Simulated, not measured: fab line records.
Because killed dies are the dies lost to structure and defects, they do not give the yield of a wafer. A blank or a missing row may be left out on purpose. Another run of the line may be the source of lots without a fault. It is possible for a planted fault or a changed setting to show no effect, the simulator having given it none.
fab line records    flow rit-cmos
[record] lots = 4  wafers = 12  last-day = 7
route steps=202 shown SDANNEAL@156 SILICIDE@161 CONTACT@168 M1@184
lots that met no fault: taken from a fault-free run of the same line
start-h: the number of hours between the record's first day and the start of the first shown wafer of the lot    wait-h: hours from the lot's prior step to this one    " the same as in the row above    L1.1+2: one row covering several wafers at once    - no value, or no start given    * or withheld: withheld    < > ~ a bound
route shown NAME@n: a module of which the file shows steps, and the number in the route of the first    usual: average and standard deviation across the fault-free wafers    same: alike in all rows    chamber/n: place in a boat    sites: readings site by site    _std_site: standard deviation across them    _edge_site: outer sites' mean less inner sites'    radius-mm: how far each site lies from the wafer's centre    mask NAME#n: copy n    behind: the tool/chamber that last shaped the wafer    hold: why the lot was held/for how many hours/how that ended    device: the transistor (n, p or np) that didn't switch    end of line: at the end of the route, the tests of the same wafers    where a step has no rows: the recipe by itself    killed: the dies lost at the first sort to structure and to defects; this is not the yield of the wafer    map: a wafer's dies, marking killed ones x, the rest . and places with no die _
set.NAME: setting as actually run; set.NAME@STEP: the setting as run at that earlier step    model.NAME: the simulator's own value behind a step, which no gauge read
lots at selected steps of the route; one table per step, one row per wafer
services: the hour from which a tool's chamber was out of use, counted from the record's first day as start-h (under 0 if before that day), plus the number of hours and why
[[steps]]
[step RIT_SDANNEAL_RTA_03]
[recipe] temp-c = 1050  time-s = 5  idle-temp-c = 600  ramp-up-c-per-s = 342  ramp-down-c-per-s = 171  cool-to-c = 600  ambient = N2
[step RIT_SILICIDE_WET_ETCH_00]
[recipe] chemistry = BOE  target = SiO2  target-depth-nm = 14  time-s = 15  dry = n2-spin  dilution = 10:1  temp-c = 21.5
[step RIT_SILICIDE_SPUTTER_01]
[recipe] material = Ti  target-thk-nm = 30  power-w = 350  chamber-pressure-pa = 0.667  gas = Ar  time-s = 240  substrate-temp-c = 25
[step RIT_SILICIDE_RTA_04]
[recipe] temp-c = 650  time-s = 10  idle-temp-c = 25  ramp-up-s = 5  ramp-down-s = 5  cool-to-c = 25  ambient = N2
[step RIT_SILICIDE_WET_ETCH_05]
[recipe] chemistry = SPM  target = Ti  temp-c = 90  time-s = 120  dry = n2-spin
[step RIT_SILICIDE_RTA_06]
[recipe] temp-c = 750  time-s = 10  idle-temp-c = 25  ramp-up-s = 5  ramp-down-s = 10  cool-to-c = 25  ambient = N2
[step RIT_CONTACT_CVD_00]
[recipe] material = SiO2  target-thk-nm = 400  precursor = TEOS  temp-c = 390  time-s = 61  rf-w = 400
[usual] heater-power-w = 306/33
lot.wafer  tool      chamber  start-h  wait-h  heater-power-w  model.SiO2_of_CONTACT_CVD_00.thk-nm
L832.1     pecvd-01  2        55.83    0.1     329             403.7
L832.2     "         1        "        "       279             402.1
L832.5     "         1        "        "       292             408.3
L847.3     pecvd-01  2        129.87   0.0     256             393.3
L847.5     "         0        "        "       214             358.5
L847.6     "         1        "        "       294             400.9
L850.2     pecvd-01  1        147.24   0.0     262             392.6
L850.3     "         2        "        "       288             397.1
L850.5     "         0        "        "       276             362.6
L852.4     pecvd-02  1        155.90   0.0     325             408.2
L852.5     "         0        "        "       324             405.5
L852.6     "         2        "        "       359             407.2
[step RIT_CONTACT_THK_MEAS_01]
[recipe] reads = SiO2_of_CONTACT_CVD_00
[usual] CONTACT_TEOS_THK = 400/5.5
lot.wafer  tool           chamber  start-h  wait-h  CONTACT_TEOS_THK[nm]
L832.1     film-metro-04  -        55.88    0.0     404
L832.2     "              -        "        "       402
L832.5     "              -        "        "       408
L847.3     film-metro-01  -        129.94   0.0     393
L847.5     "              -        "        "       359
L847.6     "              -        "        "       401
L850.2     film-metro-02  -        147.30   0.0     393
L850.3     "              -        "        "       397
L850.5     "              -        "        "       363
L852.4     film-metro-04  -        155.96   0.0     408
L852.5     "              -        "        "       405
L852.6     "              -        "        "       407
[step RIT_CONTACT_HMDS_02]
[recipe] prime-time-s = 60  prime-temp-c = 140
[step RIT_CONTACT_COAT_03]
[recipe] resist = NOVOLAK  spin-rpm = 3250  resist-thk-nm = 1000
[step RIT_CONTACT_SOFTBAKE_04]
[recipe] resist = NOVOLAK  temp-c = 90  time-s = 60
[step RIT_CONTACT_EXPOSE_05]
[recipe] mask-id = M11  na = 0.6  source-shape = conventional  sigma-outer = 0.5  target-cd-nm = 1000  dose-mj = 247.5
[step RIT_CONTACT_PEB_06]
[recipe] resist = NOVOLAK  temp-c = withheld  time-s = withheld
[step RIT_CONTACT_DEVELOP_07]
[recipe] resist = NOVOLAK  develop-time-s = 120  dev-temp-c = 23
[step RIT_CONTACT_HARDBAKE_10]
[recipe] resist = NOVOLAK  temp-c = 140  time-s = 60
[step RIT_CONTACT_ETCH_11]
[recipe] target-depth-a = 4800  over-etch-frac = 0.1858  stop-on = TiSi2  chemistry = CHF3/CF4/Ar  target = SiO2  CHF3_flow_sccm = 50  cf4-flow-sccm = 10  Ar_flow_sccm = 100  O2_flow_sccm = 5  pressure-mtorr = 100  rf-w = 200  time-s = 320
[usual] CHF3_flow_sccm = 50.00/0.15  chamber-pressure-mTorr = 100.01/0.092  drypump-motor-current-A = 5.8/0.32  oes-product-au = 0.993/0.018  throttle-valve-pct = 8.90/0.15
lot.wafer  tool         chamber  start-h  wait-h  CHF3_flow_sccm  chamber-pressure-mTorr  drypump-motor-current-A  oes-product-au  rf-hours-counter-h  throttle-valve-pct  model.etch.depth-nm  model.CONTACT.feature-depth-nm
L832.1     rie-diel-02  2        57.40    0.1     50.19           99.95                   5.7                      0.976           54                  9.19                403.7                403.7
L832.2     "            1        "        "       49.77           100.07                  5.9                      1.017           1                   8.96                402.1                402.1
L832.5     "            2        "        "       49.87           99.97                   5.7                      0.979           -                   9.18                408.3                408.3
L847.3     rie-diel-02  3        131.25   0.1     50.09           99.96                   5.7                      0.987           41                  8.65                393.3                393.3
L847.5     "            0        "        "       49.85           100.01                  5.7                      0.979           -                   8.89                358.5                358.5
L847.6     "            3        "        "       50.11           99.95                   5.7                      0.993           -                   8.64                400.9                400.9
L850.2     rie-diel-02  3        148.74   0.1     50.09           100.11                  5.7                      0.989           42                  8.64                392.6                392.6
L850.3     "            0        "        "       50.20           100.09                  5.7                      0.982           36                  8.89                397.1                397.1
L850.5     "            2        "        "       49.94           100.17                  5.7                      0.964           -                   9.19                362.6                362.6
L852.4     rie-diel-04  3        157.38   0.1     49.95           99.94                   6.0                      1.009           96                  8.89                408.2                408.2
L852.5     "            3        "        "       49.78           100.05                  6.0                      1.012           -                   8.88                405.5                405.5
L852.6     "            0        "        "       49.88           99.98                   5.9                      0.968           -                   8.66                407.2                407.2
[step RIT_CONTACT_STRIP_12]
[recipe] chemistry = O2  time-s = 180  resist = NOVOLAK  platen-temp-c = withheld  power-w = 500  pressure-mtorr = 4000  o2-flow-sccm = 4000
[step RIT_CONTACT_CLEAN_13]
[recipe] chemistry = SC1  mix = 3:3:50  time-s = 600  temp-c = 75
[step RIT_CONTACT_CLEAN_14]
[recipe] chemistry = SC2  mix = 3:3:50  time-s = 600  temp-c = 75  dry = n2-spin
[step RIT_M1_SPUTTER_00]
[recipe] material = Al  target-thk-nm = 400  power-w = 2000  chamber-pressure-pa = 0.4  gas = Ar  time-s = 500  substrate-temp-c = 25
[step RIT_M1_HMDS_03]
[recipe] prime-time-s = 60  prime-temp-c = 140
[step RIT_M1_COAT_04]
[recipe] resist = NOVOLAK  spin-rpm = 2000  resist-thk-nm = 1300
[step RIT_M1_SOFTBAKE_05]
[recipe] resist = NOVOLAK  temp-c = 90  time-s = 60
[step RIT_M1_EXPOSE_06]
[recipe] mask-id = M12  na = 0.6  source-shape = conventional  sigma-outer = 0.5  target-cd-nm = 2600  dose-mj = 250
[step RIT_M1_PEB_07]
[recipe] resist = NOVOLAK  temp-c = withheld  time-s = withheld
[step RIT_M1_DEVELOP_08]
[recipe] resist = NOVOLAK  develop-time-s = 68  dev-temp-c = 23.77
[step RIT_M1_HARDBAKE_11]
[recipe] resist = NOVOLAK  temp-c = 140  time-s = 120
[step RIT_M1_METAL_ETCH_12]
[recipe] stop-on = SiO2  chemistry = Cl2/BCl3  target = Al  time-s = 165  over-etch-frac = 0.5  pressure-mtorr = 100  target-depth-a = 6000  rf-w = 250  Cl2_flow_sccm = 60  bcl3-flow-sccm = 50
[usual] bcl3-flow-sccm = 50.01/0.15  chamber-pressure-mTorr = 100.00/0.09  drypump-motor-current-A = 5.70/0.27  oes-product-au = 0.773/0.014  throttle-valve-pct = 8.36/0.1
lot.wafer  tool          chamber  start-h  wait-h  bcl3-flow-sccm  chamber-pressure-mTorr  drypump-motor-current-A  oes-product-au  rf-hours-counter-h  throttle-valve-pct  model.SiO2_of_CONTACT_CVD_00.thk-nm
L832.1     rie-metal-03  1        60.03    0.2     50.14           100.09                  5.33                     0.769           4                   8.22                367.1
L832.2     "             0        "        "       50.25           100.05                  5.63                     0.763           4                   8.34                366.1
L832.5     "             1        "        "       50.22           99.96                   5.30                     0.778           -                   8.21                371.9
L847.3     rie-metal-03  1        134.08   0.2     49.84           99.84                   5.35                     0.764           -                   8.24                356.9
L847.5     "             1        "        "       49.78           99.96                   5.34                     0.767           -                   8.23                322
L847.6     "             1        "        "       49.70           100.17                  5.34                     0.764           -                   8.23                364.3
L850.2     rie-metal-02  1        151.68   0.2     49.99           99.92                   5.74                     0.783           3                   8.50                357.1
L850.3     "             0        "        "       50.20           100.01                  6.13                     0.759           -                   8.31                360
L850.5     "             1        "        "       49.93           100.05                  5.75                     0.777           -                   8.49                327.3
L852.4     rie-metal-04  1        160.13   0.1     50.16           99.93                   5.60                     0.781           -                   8.49                370.6
L852.5     "             1        "        "       50.28           100.09                  5.60                     0.785           -                   8.50                367.9
L852.6     "             0        "        "       49.84           99.98                   5.88                     0.775           -                   8.38                370.4
[step RIT_M1_STRIP_13]
[recipe] chemistry = nmp  resist = NOVOLAK  temp-c = 80  time-s = 600  dry = n2-spin
[step RIT_M1_PROBE_99]
[usual] killed_at_M0_to_M3 = 0.0/0.12  killed-at-contacts = 0.1/0.31  killed-at-front-end = 8/3.1  killed-dies = 8/3.2  killed-open = 3.9/2.2  killed-short = 3.8/2.1
[same] gross-dies = 264  killed_at_M4_up = 0  killed-at-back-side = 0  killed-at-other = 0
lot.wafer  tool       chamber  start-h  wait-h  killed_at_M0_to_M3  killed-at-contacts  killed-at-front-end  killed-dies  killed-open  killed-short  model.etest.field-p-metal.vt-v  model.etest.antenna-contact.vt-shift-v
L832.1     prober-02  -        62.30    0.1     0                   0                   10                   10           6            4             -29.71                          -0.01352
L832.2     prober-02  -        62.35    0.1     0                   0                   5                    5            3            2             -29.73                          -0.01495
L832.5     prober-02  -        62.50    0.2     0                   0                   10                   10           5            5             -29.5                           -0.00864
L847.3     prober-01  -        136.49   0.2     0                   0                   9                    9            3            6             -31.19                          -0.01158
L847.5     prober-01  -        136.59   0.2     1                   0                   5                    6            3            3             -28.72                          -0.01852
L847.6     prober-01  -        136.64   0.2     0                   0                   4                    4            3            1             -31.95                          -0.01154
L850.2     prober-02  -        153.99   0.1     0                   1                   7                    8            6            2             -29.33                          -0.0164
L850.3     prober-02  -        154.04   0.2     0                   0                   9                    9            3            6             -29.33                          -0.009435
L850.5     prober-02  -        154.14   0.2     0                   0                   10                   10           5            5             -27.59                          -0.01711
L852.4     prober-02  -        162.47   0.2     0                   0                   2                    2            1            1             -29.85                          -0.01563
L852.5     prober-02  -        162.52   0.2     0                   0                   4                    4            0            4             -30.82                          -0.01308
L852.6     prober-02  -        162.57   0.2     0                   0                   5                    5            3            2             -30.46                          -0.007765
// killed by level:class
L832.1 GATE:geometric-particle:open=2 SPACER:geometric-particle:open=2 FOX1:geometric-particle:open=1 FOX1:geometric-particle:short=1 FOX2:geometric-particle:short=1 REOX:geometric-particle:short=1 REOX:geometric-particle:open=1 SILICIDE:geometric-particle:short=1
L832.2 SILICIDE:geometric-particle:open=3 FOX1:geometric-particle:short=1 FOX2:geometric-particle:short=1
L832.5 FOX1:geometric-particle:short=3 FOX2:geometric-particle:open=3 FOX2:geometric-particle:short=2 GATE:geometric-particle:open=2
L847.3 GATE:geometric-particle:short=4 FOX1:geometric-particle:short=1 GATE:geometric-particle:open=1 SPACER:geometric-particle:short=1 SPACER:geometric-particle:open=1 SILICIDE:geometric-particle:open=1
L847.5 FOX1:geometric-particle:open=1 GATE:geometric-particle:open=1 SPACER:geometric-particle:short=1 SPACER:geometric-particle:open=1 SILICIDE:geometric-particle:short=1 M1:geometric-particle:short=1
L847.6 FOX1:geometric-particle:open=1 FOX1:geometric-particle:short=1 GATE:geometric-particle:open=1 SILICIDE:geometric-particle:open=1
L850.2 GATE:geometric-particle:open=2 FOX1:geometric-particle:open=1 CONTACT:geometric-particle:short=1 REOX:geometric-particle:open=1 SPACER:geometric-particle:short=1 SPACER:geometric-particle:open=1 SILICIDE:geometric-particle:open=1
L850.3 REOX:geometric-particle:short=2 SILICIDE:geometric-particle:short=2 FOX1:geometric-particle:short=1 GATE:geometric-particle:short=1 GATE:geometric-particle:open=1 SPACER:geometric-particle:open=1 SILICIDE:geometric-particle:open=1
L850.5 GATE:geometric-particle:short=3 ACTIVE:geometric-particle:open=1 FOX2:geometric-particle:short=1 GATE:geometric-particle:open=1 REOX:geometric-particle:open=1 SPACER:geometric-particle:open=1 SPACER:geometric-particle:short=1 SILICIDE:geometric-particle:open=1
L852.4 SPACER:geometric-particle:open=1 SILICIDE:geometric-particle:short=1
L852.5 FOX1:geometric-particle:short=2 GATE:geometric-particle:short=1 REOX:geometric-particle:short=1
L852.6 GATE:geometric-particle:open=2 FOX1:geometric-particle:open=1 GATE:geometric-particle:short=1 REOX:geometric-particle:short=1
[[services]]
tool          chamber  start-h  hours  kind
rie-diel-04   2        39.09    4.6    repair
rie-diel-04   1        43.79    6.4    repair
rie-diel-04   1        54.57    -      clean
rie-diel-04   1        54.57    21.7   scheduled-down
rie-diel-04   1        54.57    21.7   vent-cycle
pecvd-02      -        81.77    0.7    repair
rie-diel-04   1        89.53    1.7    repair
rie-diel-04   -        91.82    2.8    pm
rie-diel-04   0        99.78    12.5   repair
rie-metal-02  -        119.93   2.8    pm
pecvd-02      1        124.22   6.3    repair
rie-metal-03  0        129.02   22.0   repair
rie-metal-03  -        131.20   0.5    repair
rie-metal-04  -        136.12   20.0   pm
rie-metal-04  0        136.12   20.0   vent-cycle
rie-metal-04  1        136.12   20.0   vent-cycle
pecvd-02      -        146.41   6.0    pm
rie-diel-04   3        152.95   2.2    repair
rie-metal-04  0        156.12   -      clean
rie-metal-04  1        156.12   -      clean
rie-diel-04   1        158.68   1.5    repair
[[key]]
[first-sign] step = RIT_CONTACT_THK_MEAS_01  reading = CONTACT_TEOS_THK  direction = down  sigmas = 7.3  usual = 400  struck = 361
effect none on later readings
[model-effect] step = RIT_CONTACT_CVD_00  value = SiO2_of_CONTACT_CVD_00.thk-nm  without = 401.1  struck = 360.5
[model-effect] step = RIT_CONTACT_ETCH_11  value = etch.depth-nm  without = 401.1  struck = 360.5
[model-effect] step = RIT_M1_METAL_ETCH_12  value = SiO2_of_CONTACT_CVD_00.thk-nm  without = 365.2  struck = 324.6
[model-effect] step = RIT_M1_PROBE_99  value = etest.field-p-metal.vt-v  without = -30.28  struck = -28.16
met-at RIT_CONTACT_CVD_00
struck-wafers L847.5,L850.5
tester-left-out L847,L850
[fault] kind = process-parameter-drift  tool = pecvd-01  chamber = 0  onset-h = 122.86  steps = RIT_CONTACT_CVD_00  channel = target-thk-nm  offset = -40.303  shape = step  end-h = 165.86  stated = 400
// tester-left-out: of these lots the tester's yield and bins aren't shown, on N5 and GAA mostly nor the transistor test; their killed dies are dies lost to structure and defects alone, not to doping, threshold or leakage, so they don't give the yield
